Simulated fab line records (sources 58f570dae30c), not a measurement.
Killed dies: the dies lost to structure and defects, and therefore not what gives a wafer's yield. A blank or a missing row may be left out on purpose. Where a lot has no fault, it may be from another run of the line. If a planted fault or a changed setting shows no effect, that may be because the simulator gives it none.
Which of the tools did it?    flow berkeley-cmos170    42 wafers from 14 lots sampled at 6 of the route's 331 steps

## WHAT EACH GAUGE READ, for each wafer
UCB170_NLDD_OVL_MEAS_07.
lot   measured      on          NLDD_OVL (nm)
L328  day 7 18:25   overlay-02  6 -4 -7
L329  day 7 18:41   overlay-02  -3 -5 -4
L332  day 8 06:12   overlay-01  -4 -7 -1
L334  day 8 06:38   overlay-01  2 13 3
L331  day 8 07:17   overlay-02  -4 2 0
L333  day 8 07:38   overlay-02  -12 -6 -4
L337  day 8 22:48   overlay-02  -1 4 -5
L339  day 9 20:04   overlay-02  0 1 3
L341  day 9 20:20   overlay-01  -4 -5 -3
L346  day 10 11:55  overlay-02  -3 1 -3
L347  day 10 12:05  overlay-01  -10 -1 3
L348  day 11 02:23  overlay-01  -4 -4 -4
L350  day 11 16:05  overlay-01  6 9 4
L351  day 11 19:07  overlay-02  -5 1 -7

UCB170_M1_RS_MEAS_01: a four-point-probe measurement.
lot   measured      on             M1_AL_RS (ohm/sq)
L328  day 8 10:09   film-metro-01  0.0484 0.0489 0.0485
L329  day 8 12:25   film-metro-03  0.0497 0.0489 0.0496
L332  day 8 22:43   film-metro-01  0.0482 0.0489 0.0489
L334  day 8 23:27   film-metro-01  0.0476 0.0489 0.0483
L331  day 9 02:19   film-metro-02  0.0475 0.0470 0.0477
L333  day 9 01:56   film-metro-02  0.0487 0.0488 0.0492
L337  day 9 19:29   film-metro-03  0.0483 0.0480 0.0484
L339  day 10 14:19  film-metro-03  0.0436 0.0445 0.0441
L341  day 10 16:11  film-metro-03  0.0442 0.0444 0.0447
L346  day 11 09:56  film-metro-02  0.0489 0.0487 0.0484
L347  day 11 09:26  film-metro-02  0.0481 0.0493 0.0478
L348  day 12 00:42  film-metro-03  0.0475 0.0480 0.0477
L350  day 12 14:11  film-metro-02  0.0483 0.0479 0.0475
L351  day 12 14:35  film-metro-02  0.0483 0.0487 0.0483

UCB170_M1_THK_MEAS_02: measures by xrf.
lot   measured      on             M1_AL_THK (nm)
L328  day 8 10:16   film-metro-01  603 600 603
L329  day 8 12:32   film-metro-03  591 599 590
L332  day 8 22:50   film-metro-01  602 597 601
L334  day 8 23:34   film-metro-01  613 601 607
L331  day 9 02:26   film-metro-02  613 620 611
L333  day 9 02:03   film-metro-02  596 599 592
L337  day 9 19:36   film-metro-03  610 613 612
L339  day 10 14:25  film-metro-03  675 661 666
L341  day 10 16:18  film-metro-03  666 659 654
L346  day 11 10:04  film-metro-02  600 603 604
L347  day 11 09:32  film-metro-02  611 601 613
L348  day 12 00:49  film-metro-03  619 612 616
L350  day 12 14:17  film-metro-02  609 608 614
L351  day 12 14:42  film-metro-02  603 597 603

UCB170_M1_CD_MEAS_90: the cd target is 700 nm.
lot   measured      on         cd-nm (nm)
L328  day 8 11:37   cd-sem-01  702.6 700.1 699.4
L329  day 8 15:10   cd-sem-01  698.8 701.6 700.4
L332  day 9 01:38   cd-sem-02  699.3 702.0 699.8
L334  day 9 02:55   cd-sem-01  699.9 700.8 701.7
L331  day 9 04:55   cd-sem-02  701.9 701.5 701.6
L333  day 9 04:22   cd-sem-02  701.8 701.7 703.0
L337  day 9 22:22   cd-sem-02  699.4 696.2 699.6
L339  day 10 16:40  cd-sem-01  700.0 701.0 702.6
L341  day 10 17:54  cd-sem-01  700.7 699.2 700.0
L346  day 11 13:26  cd-sem-02  698.1 701.4 697.4
L347  day 11 13:14  cd-sem-01  700.4 701.7 701.6
L348  day 12 04:16  cd-sem-02  705.7 703.4 700.8
L350  day 12 16:20  cd-sem-01  694.6 698.8 697.5
L351  day 12 17:00  cd-sem-01  698.9 698.8 704.3

## WHAT TOOL EACH LOT RAN ON (gives the tool, then ch and the chambers of the sampled wafers, and finally the start)
lot   UCB170_PLDD_STRIP_10                  UCB170_M1_SPUTTER_00
L328  plasma-asher-01 ch 0,1, day 7 16:23   pvd-sputter-03, day 8 10:05
L329  plasma-asher-01 ch 0,1, day 7 16:31   pvd-sputter-02, day 8 12:20
L332  plasma-asher-02 ch 0,1, day 8 04:27   pvd-sputter-02, day 8 22:40
L334  plasma-asher-01 ch 0,1, day 8 04:58   pvd-sputter-04, day 8 23:23
L331  plasma-asher-03 ch 0,1, day 8 05:14   pvd-sputter-04, day 9 02:15
L333  plasma-asher-01 ch 0,1, day 8 05:31   pvd-sputter-03, day 9 01:52
L337  plasma-asher-01 ch 0,1, day 8 20:53   pvd-sputter-04, day 9 19:25
L339  plasma-asher-01 ch 0, day 9 16:53     pvd-sputter-03, day 10 14:13
L341  plasma-asher-03 ch 0,1, day 9 17:40   pvd-sputter-03, day 10 16:06
L346  plasma-asher-03 ch 0,1, day 10 09:58  pvd-sputter-02, day 11 09:53
L347  plasma-asher-02 ch 0, day 10 10:05    pvd-sputter-04, day 11 09:21
L348  plasma-asher-01 ch 0,1, day 11 01:05  pvd-sputter-04, day 12 00:38
L350  plasma-asher-03 ch 0,1, day 11 14:16  pvd-sputter-02, day 12 14:05
L351  plasma-asher-02 ch 1, day 11 16:48    pvd-sputter-04, day 12 14:31
- UCB170_PLDD_STRIP_10: strips in O2.
- UCB170_M1_SPUTTER_00: material Al, target thk 600 nm, time 80 s.

## WHAT THE TOOLS THEMSELVES READ (means of the sampled wafers that have a number; where no wafer has one, the mark that the record gives instead)
UCB170_PLDD_STRIP_10.
lot   tool             drypump-motor-current-A (A)  o2-flow-sccm (sccm)  oes-product-au (a.u.)  strip-time-to-endpoint-s (s)
L328  plasma-asher-01  5.9                          399.7                0.734                  21.50
L329  plasma-asher-01  6.3                          400.3                0.738                  21.59
L332  plasma-asher-02  5.9                          401.3                0.726                  21.73
L334  plasma-asher-01  5.9                          400.6                0.734                  21.67
L331  plasma-asher-03  5.7                          400.6                0.737                  21.60
L333  plasma-asher-01  5.9                          399.5                0.733                  21.58
L337  plasma-asher-01  6.3                          401.0                0.736                  21.68
L339  plasma-asher-01  6.7                          399.4                0.737                  21.67
L341  plasma-asher-03  5.8                          398.4                0.730                  21.67
L346  plasma-asher-03  5.8                          400.2                0.734                  21.60
L347  plasma-asher-02  6.4                          399.9                0.733                  21.57
L348  plasma-asher-01  6.3                          399.3                0.737                  21.68
L350  plasma-asher-03  5.7                          400.4                0.734                  21.64
L351  plasma-asher-02  4.8                          400.0                0.734                  21.68

UCB170_M1_SPUTTER_00.
lot   tool            throttle-valve-pct (%)
L328  pvd-sputter-03  29.4
L329  pvd-sputter-02  30.8
L332  pvd-sputter-02  30.8
L334  pvd-sputter-04  30.0
L331  pvd-sputter-04  30.2
L333  pvd-sputter-03  31.9
L337  pvd-sputter-04  29.7
L339  pvd-sputter-03  31.0
L341  pvd-sputter-03  29.4
L346  pvd-sputter-02  30.7
L347  pvd-sputter-04  30.4
L348  pvd-sputter-04  29.8
L350  pvd-sputter-02  30.1
L351  pvd-sputter-04  30.1

## THE ANSWER, worked out from the rows above alone
Rule: usual is defined by the lots themselves. Put in order of their means at a reading, lots are off if they are a third of the lots or fewer, leave a main group of 4 or more, and stand apart from it by a gap of 3 or more times the standard deviation of the main group's means; of several such gaps the widest counts. If all means in a main group match to the digits the tables above print for the reading, that group is not used. Also off: a lot with no number at a reading for which 4 or more lots have one. The other lots that the step has rows for count as sound. After the gauges, taken in route order, come the tools' own readings; for these a lot's mean is taken, as printed above. At the first step where some lot is off, the reading lying furthest off is the one used; lots without a number count as furthest.
Off: L339, L341, at UCB170_M1_RS_MEAS_01 (M1_AL_RS). The main group has a mean of 0.0484 ohm/sq with a standard deviation of 0.00051.
If a tool, at a process step before that reading, ran all the lots that are off and no sound lot after the first of them, it fits. Those tools and the gauges at UCB170_M1_RS_MEAS_01 are tried in the same way. One fits: pvd-sputter-03 at UCB170_M1_SPUTTER_00. A fault onset in the window from L333 (day 9 01:52, its last sound lot) to L339 (day 10 14:13, its first lot off) fits.

## WHAT WAS PUT IN BY THE SIMULATOR
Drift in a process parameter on pvd-sputter-03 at UCB170_M1_SPUTTER_00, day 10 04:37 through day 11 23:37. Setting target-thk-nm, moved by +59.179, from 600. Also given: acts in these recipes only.
Struck lots among those shown: L339, L341. Same finding as the rule above.
